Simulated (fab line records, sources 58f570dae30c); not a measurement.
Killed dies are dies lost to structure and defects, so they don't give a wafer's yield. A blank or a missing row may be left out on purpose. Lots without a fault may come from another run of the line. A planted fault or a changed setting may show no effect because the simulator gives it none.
Which tool did it? | flow berkeley_cmos170 | 14 lots, 42 wafers sampled, at 4 steps of a route of 331

WHAT THE GAUGES READ, wafer by wafer
UCB170_PSD_CD_MEAS_06: target cd 1200 nm.
lot  | measured     | on        | cd_nm (nm)
L787 | day 7 10:20  | cd_sem-01 | 1202.3 1200.6 1201.1
L788 | day 7 17:03  | cd_sem-01 | 1199.6 1199.7 1198.4
L790 | day 7 19:34  | cd_sem-02 | 1199.9 1199.4 1199.6
L791 | day 8 00:46  | cd_sem-01 | 1198.7 1199.3 1198.6
L792 | day 8 03:23  | cd_sem-02 | 1199.8 1200.3 1200.0
L794 | day 8 13:42  | cd_sem-02 | 1200.4 1200.3 1199.2
L795 | day 8 13:56  | cd_sem-02 | 1201.3 1200.8 1201.0
L796 | day 8 13:50  | cd_sem-01 | 1202.6 1201.3 1201.9
L798 | day 9 21:48  | cd_sem-02 | 1201.1 1201.0 1202.1
L803 | day 10 16:33 | cd_sem-01 | 1198.8 1200.8 1200.6
L804 | day 10 16:51 | cd_sem-02 | 1199.9 1198.3 1199.4
L805 | day 11 09:20 | cd_sem-01 | 1198.8 1199.8 1198.8
L806 | day 11 09:48 | cd_sem-01 | 1199.1 1198.7 1201.1
L808 | day 12 00:41 | cd_sem-02 | 1201.6 1201.3 1199.8

WHICH TOOL RAN EACH LOT (tool, then ch and the chambers of the sampled wafers, then the start)
lot  | UCB170_ZERO_STRIP_07                | UCB170_PLDD_DEVELOP_05            | UCB170_PSD_PEB_04
L787 | plasma_asher-02 ch 0,1, day 1 21:52 | litho_track-03 ch 0, day 6 23:00  | litho_track-04 ch 0, day 7 10:04
L788 | plasma_asher-04 ch 0,1, day 2 02:19 | litho_track-02 ch 0, day 7 07:00  | litho_track-04 ch 0, day 7 16:46
L790 | plasma_asher-02 ch 0,1, day 2 14:08 | litho_track-04 ch 0, day 7 11:00  | litho_track-04 ch 0, day 7 19:17
L791 | plasma_asher-04 ch 0,1, day 2 20:57 | litho_track-04 ch 0, day 7 18:00  | litho_track-04 ch 0, day 8 00:29
L792 | plasma_asher-01 ch 0,1, day 3 00:13 | litho_track-02 ch 0, day 7 19:00  | litho_track-01 ch 0, day 8 03:02
L794 | plasma_asher-04 ch 0,1, day 3 12:24 | litho_track-04, day 8 05:00       | litho_track-01 ch 0, day 8 13:25
L795 | plasma_asher-02 ch 0,1, day 3 17:01 | litho_track-04 ch 0, day 8 05:00  | litho_track-03 ch 0, day 8 13:39
L796 | plasma_asher-04 ch 1, day 3 19:55   | litho_track-03, day 8 05:00       | litho_track-04 ch 0, day 8 13:34
L798 | plasma_asher-01 ch 0,1, day 4 10:57 | litho_track-02 ch 0, day 9 06:00  | litho_track-03 ch 0, day 9 21:32
L803 | plasma_asher-04 ch 0,1, day 5 13:02 | litho_track-04 ch 0, day 10 09:00 | litho_track-03 ch 0, day 10 16:17
L804 | plasma_asher-04 ch 0,1, day 5 13:19 | litho_track-03 ch 0, day 10 09:00 | litho_track-03 ch 0, day 10 16:35
L805 | plasma_asher-02 ch 1, day 5 22:12   | litho_track-03 ch 0, day 11 00:00 | litho_track-04 ch 0, day 11 09:04
L806 | plasma_asher-04 ch 0,1, day 6 02:46 | litho_track-03 ch 0, day 11 01:00 | litho_track-03 ch 0, day 11 09:32
L808 | plasma_asher-04 ch 0,1, day 6 15:57 | litho_track-02 ch 0, day 11 12:00 | litho_track-04 ch 0, day 12 00:25
- UCB170_ZERO_STRIP_07: strips in O2.
- UCB170_PLDD_DEVELOP_05: develop time 45 s.
- UCB170_PSD_PEB_04

WHAT THE TOOLS THEMSELVES READ (means of the sampled wafers that have a number; where no wafer has one, the mark that the record gives instead)
UCB170_ZERO_STRIP_07.
lot  | tool            | drypump_motor_current_A (A) | oes_product_au (a.u.) | strip_time_to_endpoint_s (s)
L787 | plasma_asher-02 | 5.6                         | 0.729                 | 21.51
L788 | plasma_asher-04 | 6.1                         | 0.726                 | 21.49
L790 | plasma_asher-02 | 5.5                         | 0.725                 | 21.49
L791 | plasma_asher-04 | 6.4                         | 0.726                 | 21.51
L792 | plasma_asher-01 | 5.0                         | 0.727                 | 21.53
L794 | plasma_asher-04 | 6.1                         | 0.728                 | 21.48
L795 | plasma_asher-02 | 5.9                         | 0.726                 | 21.52
L796 | plasma_asher-04 | 5.9                         | 0.725                 | 21.59
L798 | plasma_asher-01 | 5.0                         | 0.730                 | 21.54
L803 | plasma_asher-04 | 6.4                         | 0.728                 | 21.52
L804 | plasma_asher-04 | 6.4                         | 0.727                 | 21.48
L805 | plasma_asher-02 | 6.3                         | 0.727                 | 21.43
L806 | plasma_asher-04 | 6.0                         | 0.724                 | 21.49
L808 | plasma_asher-04 | 6.1                         | 0.725                 | 21.49

UCB170_PLDD_DEVELOP_05.
lot  | tool           | chill_plate_temp_C (C)
L787 | litho_track-03 | 23.00
L788 | litho_track-02 | 23.10
L790 | litho_track-04 | 23.06
L791 | litho_track-04 | 23.03
L792 | litho_track-02 | 23.01
L794 | litho_track-04 | -
L795 | litho_track-04 | 23.10
L796 | litho_track-03 | -
L798 | litho_track-02 | 22.99
L803 | litho_track-04 | 23.04
L804 | litho_track-03 | 22.99
L805 | litho_track-03 | 22.91
L806 | litho_track-03 | 23.00
L808 | litho_track-02 | 23.04

UCB170_PSD_PEB_04.
lot  | tool           | heater_power_total_W (W) | plate_sensor_t_centre_C (C) | plate_sensor_t_edge_C (C)
L787 | litho_track-04 | 56.94                    | 131.41                      | 131.54
L788 | litho_track-04 | 56.84                    | 131.41                      | 131.53
L790 | litho_track-04 | 56.90                    | 131.41                      | 131.53
L791 | litho_track-04 | 56.89                    | 131.41                      | 131.53
L792 | litho_track-01 | 56.91                    | 131.40                      | 131.53
L794 | litho_track-01 | 56.88                    | 131.41                      | 131.53
L795 | litho_track-03 | 56.92                    | 131.41                      | 131.53
L796 | litho_track-04 | 56.86                    | 131.41                      | 131.53
L798 | litho_track-03 | 56.87                    | 131.41                      | 131.53
L803 | litho_track-03 | 56.89                    | 131.41                      | 131.54
L804 | litho_track-03 | 56.84                    | 131.41                      | 131.53
L805 | litho_track-04 | 56.89                    | 131.40                      | 131.54
L806 | litho_track-03 | 56.91                    | 131.41                      | 131.54
L808 | litho_track-04 | 56.90                    | 131.40                      | 131.54

THE ANSWER, worked out from the rows above alone
Rule: what is usual is taken from the lots themselves. Put in order of their means at a reading, lots are off if they are a third of the lots or fewer, leave a main group of 4 or more, and stand apart from it by a gap of 3 or more times the standard deviation of the main group's means; of several such gaps the widest counts. A main group whose means are all the same, to the digits that the tables above print for the reading, isn't used. A lot without any number at a reading at which 4 lots or more have one is off too. The other lots that the step has rows for count as sound. The gauges are gone through in route order, then the tools' own readings, and for those a lot's mean is taken as printed above. The first step at which some lot is off is used, and at that step the reading that is off furthest; a lot without a number counts as furthest.
Off: L794, L796, at UCB170_PLDD_DEVELOP_05 (chill_plate_temp_C). Without a number there: L794, L796. The main group: mean 23.02 C, standard deviation 0.05.
A tool fits if, at that step or a process step before it, it ran every lot that is off, and no sound lot after the first of them. None of those tried fits.

WHAT THE SIMULATOR HAD PUT IN
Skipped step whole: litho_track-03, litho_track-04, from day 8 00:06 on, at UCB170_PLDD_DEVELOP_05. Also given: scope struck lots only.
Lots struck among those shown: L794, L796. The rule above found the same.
